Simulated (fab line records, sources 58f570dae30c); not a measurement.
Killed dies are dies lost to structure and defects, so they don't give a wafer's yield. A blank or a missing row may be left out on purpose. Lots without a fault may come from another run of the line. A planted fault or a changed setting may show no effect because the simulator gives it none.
Problem report in the 8D (eight disciplines) form, filled by code | flow berkeley_cmos170 | the parts of the form that need people (team, actions taken, sign-off) are left out

1. THE PROBLEM
tube_center_temp_C at UCB170_WELLDRIVE_OXIDATION_01 reads a mean of 1108 C on 6 wafers of 2 lots; wafers without a fault read 1100 C with a standard deviation of 0.1. That is +80 standard deviations from the usual mean.
The step: target thk 199 nm, ox time 9000 s.
First seen on wafer L524.1, day 7 04:52, on furnace-02. The record holds 18 wafers of 6 lots with a number at this step. Rule for "out", or "out of limits": more than 4 standard deviations from the usual mean. The other wafers with a number count as sound.

2. WHAT IT IS AND WHAT IT IS NOT
question                    | is                                                                               | is not
which readings at this step | tube_center_temp_C, spike_tc_centre_C, spike_tc_source_C, tube_center_temp_C_max | zone_power_source_pct
which lots                  | L524, L525                                                                       | L512, L513, L515, L518
which wafers of those lots  | all that have a number                                                           | -
read on which tools         | furnace-02                                                                       | furnace-01, furnace-03
when                        | from day 7 04:52                                                                 | up to then (12 sound wafers)

3. SUSPECTS, AND WHAT RULES EACH OUT
Counting: a tool at a process step up to the reading stays a suspect if it ran every lot that is out and no sound lot after the first of them.
- rie_diel-02 at UCB170_PWELL_ETCH_14 (etches Si3N4 in CH3F/Ar/O2, stops on SiO2, target depth 242 nm, time 151 s): kept. It ran every lot that is out, first L524 (day 6 20:55), and no sound lot after that.
- furnace-02 at UCB170_WELLDRIVE_OXIDATION_01 (target thk 199 nm, ox time 9000 s): kept. It ran every lot that is out, first L524 (day 7 04:52), and no sound lot after that; its last sound lot up to then is L515 (day 4 11:10). Its own readings are out on those wafers: spike_tc_centre_C, spike_tc_source_C, tube_center_temp_C, tube_center_temp_C_max.
Left after counting: rie_diel-02 at UCB170_PWELL_ETCH_14, furnace-02 at UCB170_WELLDRIVE_OXIDATION_01.

4. THE CAUSE (what the simulator had put in)
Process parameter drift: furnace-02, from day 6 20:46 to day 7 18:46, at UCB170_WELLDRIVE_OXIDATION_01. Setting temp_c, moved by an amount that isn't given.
Counting left 2 suspects, and this tool is among them.

5. THE CHAIN OF EFFECTS, in route order
Each row: a reading whose mean over the struck wafers that have a number lies more than 3 standard deviations from the usual. Only readings for which the record gives a usual standard deviation are gone through. hours: the time from each lot's start at the first step in this table that gives one to its start at this step, as a median over the lots. sigmas: the change in usual standard deviations.
hours | step                          | reading                | usual    | on struck wafers | change | sigmas
0     | UCB170_WELLDRIVE_OXIDATION_01 | spike_tc_centre_C      | 1102.4 C | 1110.8           | +8.4   | +8.4
0     | UCB170_WELLDRIVE_OXIDATION_01 | spike_tc_load_C        | 1126.7 C | 1134.2           | +7.5   | +4.4
0     | UCB170_WELLDRIVE_OXIDATION_01 | spike_tc_source_C      | 1127.4 C | 1135.9           | +8.5   | +5.7
0     | UCB170_WELLDRIVE_OXIDATION_01 | tube_center_temp_C     | 1100 C   | 1108             | +8     | +80
0     | UCB170_WELLDRIVE_OXIDATION_01 | tube_center_temp_C_max | 1102.8   | 1110.7           | +7.9   | +19
The process steps in it:
- UCB170_WELLDRIVE_OXIDATION_01: target thk 199 nm, ox time 9000 s.
Later measuring or inspecting steps at which every struck wafer that the step has a row for has a number for every such reading, and none has moved that far: UCB170_WELLDRIVE_THK_MEAS_02.

6. WHAT WOULD HAVE CAUGHT IT SOONER
In this record the first reading out of limits was taken at day 7 04:52, 8 hours after the fault began at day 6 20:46.
